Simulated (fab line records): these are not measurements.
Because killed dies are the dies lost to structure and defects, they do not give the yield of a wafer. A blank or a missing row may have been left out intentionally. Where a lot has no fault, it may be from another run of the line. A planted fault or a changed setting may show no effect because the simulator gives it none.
Which tool was responsible? || flow berkeley cmos170 || Sampling: 15 lots, 44 wafers, 5 of 331 route steps

## WHAT THE GAUGES SHOWED, per wafer
UCB170_M3_CD_MEAS_90: target cd 700 nm. Usual: cd nm reads 699.5 nm (standard deviation 2.9).
{"lot": "L804", "measured": "day 8 19:44", "on": "cd sem-01", "cd nm (nm)": "700.3 701.4 697.5", "flag": ""}
{"lot": "L807", "measured": "day 9 07:55", "on": "cd sem-02", "cd nm (nm)": "699.6 696.2 694.3", "flag": ""}
{"lot": "L806", "measured": "day 9 10:40", "on": "cd sem-01", "cd nm (nm)": "697.3 697.9 694.6", "flag": ""}
{"lot": "L808", "measured": "day 10 01:16", "on": "cd sem-01", "cd nm (nm)": "702.6 702.6 700.5", "flag": ""}
{"lot": "L812", "measured": "day 11 02:05", "on": "cd sem-01", "cd nm (nm)": "701.6 699.2 698.5", "flag": ""}
{"lot": "L813", "measured": "day 11 04:01", "on": "cd sem-02", "cd nm (nm)": "698.3 700.2 699.7", "flag": ""}
{"lot": "L815", "measured": "day 11 03:32", "on": "cd sem-01", "cd nm (nm)": "695.0 694.4 693.2", "flag": ""}
{"lot": "L817", "measured": "day 11 13:12", "on": "cd sem-01", "cd nm (nm)": "699.3 701.9 701.1", "flag": ""}
{"lot": "L818", "measured": "day 11 13:02", "on": "cd sem-01", "cd nm (nm)": "704.5 704.5 706.2", "flag": ""}
{"lot": "L819", "measured": "day 12 04:01", "on": "cd sem-02", "cd nm (nm)": "699.2 699.0", "flag": ""}
{"lot": "L820", "measured": "day 12 16:20", "on": "cd sem-01", "cd nm (nm)": 699.2, "flag": ""}
{"lot": "L823", "measured": "day 12 13:50", "on": "cd sem-01", "cd nm (nm)": "699.0 700.9", "flag": ""}
{"lot": "L824", "measured": "day 13 06:30", "on": "cd sem-01", "cd nm (nm)": "702.8 702.6 701.6", "flag": ""}
{"lot": "L825", "measured": "day 13 10:01", "on": "cd sem-01", "cd nm (nm)": "700.3 693.8 699.5", "flag": ""}
{"lot": "L826", "measured": "day 13 09:17", "on": "cd sem-02", "cd nm (nm)": "696.5 698.0 698.1", "flag": ""}

## WHAT TOOL EACH LOT RAN ON (gives the tool, then ch and the chambers of the sampled wafers, and finally the start)
{"lot": "L804", "UCB170_SDANNEAL_RTA_00": "rtp anneal-01 ch 0, day 7 22:15", "UCB170_V2_ETCH_14": "rie diel-01 ch 0,1,2, day 8 16:26", "UCB170_V2_STRIP_15": "plasma asher-04 ch 0,1, day 8 16:37", "UCB170_M3_SPUTTER_01": "pvd sputter-02, day 8 16:55"}
{"lot": "L807", "UCB170_SDANNEAL_RTA_00": "rtp anneal-01 ch 0, day 8 10:07", "UCB170_V2_ETCH_14": "rie diel-01 ch 0,1,3, day 9 04:17", "UCB170_V2_STRIP_15": "plasma asher-03 ch 0,1, day 9 04:28", "UCB170_M3_SPUTTER_01": "pvd sputter-02, day 9 04:46"}
{"lot": "L806", "UCB170_SDANNEAL_RTA_00": "rtp anneal-02 ch 0, day 8 11:26", "UCB170_V2_ETCH_14": "rie diel-01 ch 0,1,2, day 9 06:34", "UCB170_V2_STRIP_15": "plasma asher-04 ch 0,1, day 9 06:47", "UCB170_M3_SPUTTER_01": "pvd sputter-03, day 9 07:02"}
{"lot": "L808", "UCB170_SDANNEAL_RTA_00": "rtp anneal-01 ch 0, day 9 02:09", "UCB170_V2_ETCH_14": "rie diel-01 ch 0,1,2, day 9 21:01", "UCB170_V2_STRIP_15": "plasma asher-02 ch 0,1, day 9 21:11", "UCB170_M3_SPUTTER_01": "pvd sputter-02, day 9 21:28"}
{"lot": "L812", "UCB170_SDANNEAL_RTA_00": "rtp anneal-01 ch 0, day 10 02:09", "UCB170_V2_ETCH_14": "rie diel-02 ch 0,1,3, day 10 21:04", "UCB170_V2_STRIP_15": "plasma asher-04 ch 0,1, day 10 21:14", "UCB170_M3_SPUTTER_01": "pvd sputter-03, day 10 21:31"}
{"lot": "L813", "UCB170_SDANNEAL_RTA_00": "rtp anneal-02 ch 0, day 10 02:20", "UCB170_V2_ETCH_14": "rie diel-01 ch 2,3, day 10 22:53", "UCB170_V2_STRIP_15": "plasma asher-04 ch 0,1, day 10 23:05", "UCB170_M3_SPUTTER_01": "pvd sputter-02, day 10 23:21"}
{"lot": "L815", "UCB170_SDANNEAL_RTA_00": "rtp anneal-02 ch 0, day 10 03:18", "UCB170_V2_ETCH_14": "rie diel-02 ch 0,1,3, day 10 22:37", "UCB170_V2_STRIP_15": "plasma asher-02 ch 0,1, day 10 22:47", "UCB170_M3_SPUTTER_01": "pvd sputter-01, day 10 23:04"}
{"lot": "L817", "UCB170_SDANNEAL_RTA_00": "rtp anneal-02 ch 0, day 10 12:07", "UCB170_V2_ETCH_14": "rie diel-01 ch 1,2,3, day 11 08:24", "UCB170_V2_STRIP_15": "plasma asher-02 ch 0,1, day 11 08:37", "UCB170_M3_SPUTTER_01": "pvd sputter-02, day 11 08:52"}
{"lot": "L818", "UCB170_SDANNEAL_RTA_00": "rtp anneal-02 ch 0, day 10 12:13", "UCB170_V2_ETCH_14": "rie diel-01 ch 0,1,2, day 11 09:11", "UCB170_V2_STRIP_15": "plasma asher-02 ch 0, day 11 09:21", "UCB170_M3_SPUTTER_01": "pvd sputter-03, day 11 09:38"}
{"lot": "L819", "UCB170_SDANNEAL_RTA_00": "rtp anneal-01 ch 0, day 11 04:27", "UCB170_V2_ETCH_14": "rie diel-01 ch 1,2,3, day 12 00:29", "UCB170_V2_STRIP_15": "plasma asher-03 ch 1, day 12 00:39", "UCB170_M3_SPUTTER_01": "pvd sputter-02, day 12 00:56"}
{"lot": "L820", "UCB170_SDANNEAL_RTA_00": "rtp anneal-02 ch 0, day 11 15:05", "UCB170_V2_ETCH_14": "rie diel-01 ch 1,2, day 12 13:08", "UCB170_V2_STRIP_15": "plasma asher-04 ch 0,1, day 12 13:19", "UCB170_M3_SPUTTER_01": "pvd sputter-02, day 12 13:38"}
{"lot": "L823", "UCB170_SDANNEAL_RTA_00": "rtp anneal-01 ch 0, day 11 15:22", "UCB170_V2_ETCH_14": "rie diel-01 ch 1,2, day 12 09:43", "UCB170_V2_STRIP_15": "plasma asher-02 ch 0,1, day 12 09:54", "UCB170_M3_SPUTTER_01": "pvd sputter-01, day 12 10:11"}
{"lot": "L824", "UCB170_SDANNEAL_RTA_00": "rtp anneal-02 ch 0, day 12 06:20", "UCB170_V2_ETCH_14": "rie diel-02 ch 0,1,3, day 13 02:03", "UCB170_V2_STRIP_15": "plasma asher-04 ch 0,1, day 13 02:14", "UCB170_M3_SPUTTER_01": "pvd sputter-03, day 13 02:31"}
{"lot": "L825", "UCB170_SDANNEAL_RTA_00": "rtp anneal-01 ch 0, day 12 06:44", "UCB170_V2_ETCH_14": "rie diel-02 ch 0,2, day 13 05:55", "UCB170_V2_STRIP_15": "plasma asher-02 ch 0,1, day 13 06:07", "UCB170_M3_SPUTTER_01": "pvd sputter-01, day 13 06:26"}
{"lot": "L826", "UCB170_SDANNEAL_RTA_00": "rtp anneal-02 ch 0, day 12 07:10", "UCB170_V2_ETCH_14": "rie diel-04 ch 1,2, day 13 05:52", "UCB170_V2_STRIP_15": "plasma asher-03 ch 0,1, day 13 06:02", "UCB170_M3_SPUTTER_01": "pvd sputter-02, day 13 06:19"}
- UCB170_SDANNEAL_RTA_00: time 10 s.
- UCB170_V2_ETCH_14: etches SiO2 in CHF3/CF4/Ar, stops on Al, target depth 1250 nm, time 301.1 s.
- UCB170_V2_STRIP_15: strips in O2.
- UCB170_M3_SPUTTER_01: material Al, target thk 900 nm, time 120 s.

## WHAT THE TOOLS THEMSELVES READ (means of the sampled wafers that have a number; where no wafer has one, the mark that the record gives instead)
UCB170_SDANNEAL_RTA_00. Usual: lamp power pct 28.72 %, standard deviation 0.24; wafer_temp_C_max 903.4, standard deviation 0.89.
{"lot": "L804", "tool": "rtp anneal-01", "lamp power pct (%)": 29.06, "wafer_temp_C_max": 903.4, "flag": ""}
{"lot": "L807", "tool": "rtp anneal-01", "lamp power pct (%)": 29.04, "wafer_temp_C_max": 905.6, "flag": ""}
{"lot": "L806", "tool": "rtp anneal-02", "lamp power pct (%)": 28.57, "wafer_temp_C_max": 903.4, "flag": ""}
{"lot": "L808", "tool": "rtp anneal-01", "lamp power pct (%)": 29.05, "wafer_temp_C_max": 903.9, "flag": ""}
{"lot": "L812", "tool": "rtp anneal-01", "lamp power pct (%)": 29.07, "wafer_temp_C_max": 904.6, "flag": ""}
{"lot": "L813", "tool": "rtp anneal-02", "lamp power pct (%)": 28.57, "wafer_temp_C_max": 902.6, "flag": ""}
{"lot": "L815", "tool": "rtp anneal-02", "lamp power pct (%)": 28.56, "wafer_temp_C_max": 903.2, "flag": ""}
{"lot": "L817", "tool": "rtp anneal-02", "lamp power pct (%)": 28.55, "wafer_temp_C_max": 902.7, "flag": ""}
{"lot": "L818", "tool": "rtp anneal-02", "lamp power pct (%)": 28.56, "wafer_temp_C_max": 902.9, "flag": ""}
{"lot": "L819", "tool": "rtp anneal-01", "lamp power pct (%)": 29.07, "wafer_temp_C_max": 903.6, "flag": ""}
{"lot": "L820", "tool": "rtp anneal-02", "lamp power pct (%)": 28.54, "wafer_temp_C_max": 903.4, "flag": ""}
{"lot": "L823", "tool": "rtp anneal-01", "lamp power pct (%)": 29.07, "wafer_temp_C_max": 904.8, "flag": ""}
{"lot": "L824", "tool": "rtp anneal-02", "lamp power pct (%)": 28.57, "wafer_temp_C_max": 904.1, "flag": ""}
{"lot": "L825", "tool": "rtp anneal-01", "lamp power pct (%)": 29.05, "wafer_temp_C_max": 904.1, "flag": ""}
{"lot": "L826", "tool": "rtp anneal-02", "lamp power pct (%)": 28.57, "wafer_temp_C_max": 902.5, "flag": ""}

UCB170_V2_ETCH_14. Usual: drypump motor current A 5.7 A, standard deviation 0.43; mfc ar sccm 150.0 sccm, standard deviation 0.44; oes product au 0.873 a.u., standard deviation 0.0076; throttle valve pct 6.93 %, standard deviation 0.13.
{"lot": "L804", "tool": "rie diel-01", "drypump motor current A (A)": 5.6, "mfc ar sccm (sccm)": 149.6, "oes product au (a.u.)": 0.875, "throttle valve pct (%)": 6.93, "flag": ""}
{"lot": "L807", "tool": "rie diel-01", "drypump motor current A (A)": 5.9, "mfc ar sccm (sccm)": 149.9, "oes product au (a.u.)": 0.876, "throttle valve pct (%)": 6.87, "flag": ""}
{"lot": "L806", "tool": "rie diel-01", "drypump motor current A (A)": 5.6, "mfc ar sccm (sccm)": 149.8, "oes product au (a.u.)": 0.871, "throttle valve pct (%)": 6.94, "flag": ""}
{"lot": "L808", "tool": "rie diel-01", "drypump motor current A (A)": 5.6, "mfc ar sccm (sccm)": 150.4, "oes product au (a.u.)": 0.873, "throttle valve pct (%)": 6.93, "flag": ""}
{"lot": "L812", "tool": "rie diel-02", "drypump motor current A (A)": 5.7, "mfc ar sccm (sccm)": 149.8, "oes product au (a.u.)": 0.874, "throttle valve pct (%)": 6.94, "flag": ""}
{"lot": "L813", "tool": "rie diel-01", "drypump motor current A (A)": 5.7, "mfc ar sccm (sccm)": 150.4, "oes product au (a.u.)": 0.869, "throttle valve pct (%)": 7.09, "flag": ""}
{"lot": "L815", "tool": "rie diel-02", "drypump motor current A (A)": 5.7, "mfc ar sccm (sccm)": 150.0, "oes product au (a.u.)": 0.871, "throttle valve pct (%)": 6.94, "flag": ""}
{"lot": "L817", "tool": "rie diel-01", "drypump motor current A (A)": 5.6, "mfc ar sccm (sccm)": 149.8, "oes product au (a.u.)": 0.877, "throttle valve pct (%)": 6.97, "flag": ""}
{"lot": "L818", "tool": "rie diel-01", "drypump motor current A (A)": 5.6, "mfc ar sccm (sccm)": 150.2, "oes product au (a.u.)": 0.876, "throttle valve pct (%)": 6.93, "flag": ""}
{"lot": "L819", "tool": "rie diel-01", "drypump motor current A (A)": 5.6, "mfc ar sccm (sccm)": 150.1, "oes product au (a.u.)": 0.861, "throttle valve pct (%)": 6.96, "flag": ""}
{"lot": "L820", "tool": "rie diel-01", "drypump motor current A (A)": 5.3, "mfc ar sccm (sccm)": 150.3, "oes product au (a.u.)": 0.853, "throttle valve pct (%)": 6.96, "flag": ""}
{"lot": "L823", "tool": "rie diel-01", "drypump motor current A (A)": 5.3, "mfc ar sccm (sccm)": 149.9, "oes product au (a.u.)": 0.863, "throttle valve pct (%)": 6.92, "flag": ""}
{"lot": "L824", "tool": "rie diel-02", "drypump motor current A (A)": 5.7, "mfc ar sccm (sccm)": 149.6, "oes product au (a.u.)": 0.870, "throttle valve pct (%)": 6.95, "flag": ""}
{"lot": "L825", "tool": "rie diel-02", "drypump motor current A (A)": 5.4, "mfc ar sccm (sccm)": 150.0, "oes product au (a.u.)": 0.877, "throttle valve pct (%)": 6.95, "flag": ""}
{"lot": "L826", "tool": "rie diel-04", "drypump motor current A (A)": 5.1, "mfc ar sccm (sccm)": 150.5, "oes product au (a.u.)": 0.869, "throttle valve pct (%)": 6.98, "flag": ""}

UCB170_V2_STRIP_15. Usual: drypump motor current A 5.5 A, standard deviation 0.48; oes product au 0.721 a.u., standard deviation 0.0043; strip time to endpoint s 15.13 s, standard deviation 0.099.
{"lot": "L804", "tool": "plasma asher-04", "drypump motor current A (A)": 5.6, "oes product au (a.u.)": 0.723, "strip time to endpoint s (s)": 15.15, "flag": ""}
{"lot": "L807", "tool": "plasma asher-03", "drypump motor current A (A)": 6.2, "oes product au (a.u.)": 0.716, "strip time to endpoint s (s)": 15.06, "flag": ""}
{"lot": "L806", "tool": "plasma asher-04", "drypump motor current A (A)": 5.2, "oes product au (a.u.)": 0.720, "strip time to endpoint s (s)": 14.95, "flag": ""}
{"lot": "L808", "tool": "plasma asher-02", "drypump motor current A (A)": 5.4, "oes product au (a.u.)": 0.718, "strip time to endpoint s (s)": 15.09, "flag": ""}
{"lot": "L812", "tool": "plasma asher-04", "drypump motor current A (A)": 5.6, "oes product au (a.u.)": 0.722, "strip time to endpoint s (s)": 15.16, "flag": ""}
{"lot": "L813", "tool": "plasma asher-04", "drypump motor current A (A)": 5.6, "oes product au (a.u.)": 0.721, "strip time to endpoint s (s)": 15.00, "flag": ""}
{"lot": "L815", "tool": "plasma asher-02", "drypump motor current A (A)": 5.4, "oes product au (a.u.)": 0.723, "strip time to endpoint s (s)": 15.04, "flag": ""}
{"lot": "L817", "tool": "plasma asher-02", "drypump motor current A (A)": 5.4, "oes product au (a.u.)": 0.721, "strip time to endpoint s (s)": 15.14, "flag": ""}
{"lot": "L818", "tool": "plasma asher-02", "drypump motor current A (A)": 5.3, "oes product au (a.u.)": 0.722, "strip time to endpoint s (s)": 15.18, "flag": ""}
{"lot": "L819", "tool": "plasma asher-03", "drypump motor current A (A)": 6.5, "oes product au (a.u.)": 0.726, "strip time to endpoint s (s)": 15.76, "flag": "OFF"}
{"lot": "L820", "tool": "plasma asher-04", "drypump motor current A (A)": 5.4, "oes product au (a.u.)": 0.723, "strip time to endpoint s (s)": 16.09, "flag": "OFF"}
{"lot": "L823", "tool": "plasma asher-02", "drypump motor current A (A)": 5.5, "oes product au (a.u.)": 0.721, "strip time to endpoint s (s)": 15.78, "flag": "OFF"}
{"lot": "L824", "tool": "plasma asher-04", "drypump motor current A (A)": 5.2, "oes product au (a.u.)": 0.724, "strip time to endpoint s (s)": 15.23, "flag": ""}
{"lot": "L825", "tool": "plasma asher-02", "drypump motor current A (A)": 5.6, "oes product au (a.u.)": 0.722, "strip time to endpoint s (s)": 15.27, "flag": ""}
{"lot": "L826", "tool": "plasma asher-03", "drypump motor current A (A)": 5.9, "oes product au (a.u.)": 0.718, "strip time to endpoint s (s)": 15.19, "flag": ""}

UCB170_M3_SPUTTER_01. Usual: throttle valve pct reads 29.4 % (standard deviation 0.98).
{"lot": "L804", "tool": "pvd sputter-02", "throttle valve pct (%)": 29.8, "flag": ""}
{"lot": "L807", "tool": "pvd sputter-02", "throttle valve pct (%)": 28.4, "flag": ""}
{"lot": "L806", "tool": "pvd sputter-03", "throttle valve pct (%)": 29.3, "flag": ""}
{"lot": "L808", "tool": "pvd sputter-02", "throttle valve pct (%)": 29.8, "flag": ""}
{"lot": "L812", "tool": "pvd sputter-03", "throttle valve pct (%)": 29.1, "flag": ""}
{"lot": "L813", "tool": "pvd sputter-02", "throttle valve pct (%)": 29.2, "flag": ""}
{"lot": "L815", "tool": "pvd sputter-01", "throttle valve pct (%)": 28.8, "flag": ""}
{"lot": "L817", "tool": "pvd sputter-02", "throttle valve pct (%)": 29.2, "flag": ""}
{"lot": "L818", "tool": "pvd sputter-03", "throttle valve pct (%)": 28.9, "flag": ""}
{"lot": "L819", "tool": "pvd sputter-02", "throttle valve pct (%)": 29.8, "flag": ""}
{"lot": "L820", "tool": "pvd sputter-02", "throttle valve pct (%)": 30.4, "flag": ""}
{"lot": "L823", "tool": "pvd sputter-01", "throttle valve pct (%)": 30.1, "flag": ""}
{"lot": "L824", "tool": "pvd sputter-03", "throttle valve pct (%)": 29.1, "flag": ""}
{"lot": "L825", "tool": "pvd sputter-01", "throttle valve pct (%)": 29.7, "flag": ""}
{"lot": "L826", "tool": "pvd sputter-02", "throttle valve pct (%)": 30.6, "flag": ""}

## THE ANSWER, worked out from the rows above alone
Rule: a lot counts as off when the mean over its wafers that have a number is more than 3 standard deviations away from the usual mean. A lot without any number at a reading at which 4 lots or more have one is off too. Where the step has rows for the other lots, those lots are counted as sound. Order of review: gauges by route order, followed by the tools' own readings, for which a lot's mean as printed above is used. At the first step where some lot is off, the reading lying furthest off is the one used; lots without a number count as furthest.
Off: L819, L820, L823, at UCB170_V2_STRIP_15 (strip time to endpoint s).
A tool fits if, at that step or a process step before it, it ran every lot that is off, and no sound lot after the first of them. One candidate fits, namely rie diel-01 at UCB170_V2_ETCH_14. Its last sound lot is L818 (day 11 09:11), its first lot that is off L819 (day 12 00:29): a fault that began between those two fits.

## WHAT THE SIMULATOR HAD PUT IN
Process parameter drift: rie diel-01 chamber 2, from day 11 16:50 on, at UCB170_V2_ETCH_14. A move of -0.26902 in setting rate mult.
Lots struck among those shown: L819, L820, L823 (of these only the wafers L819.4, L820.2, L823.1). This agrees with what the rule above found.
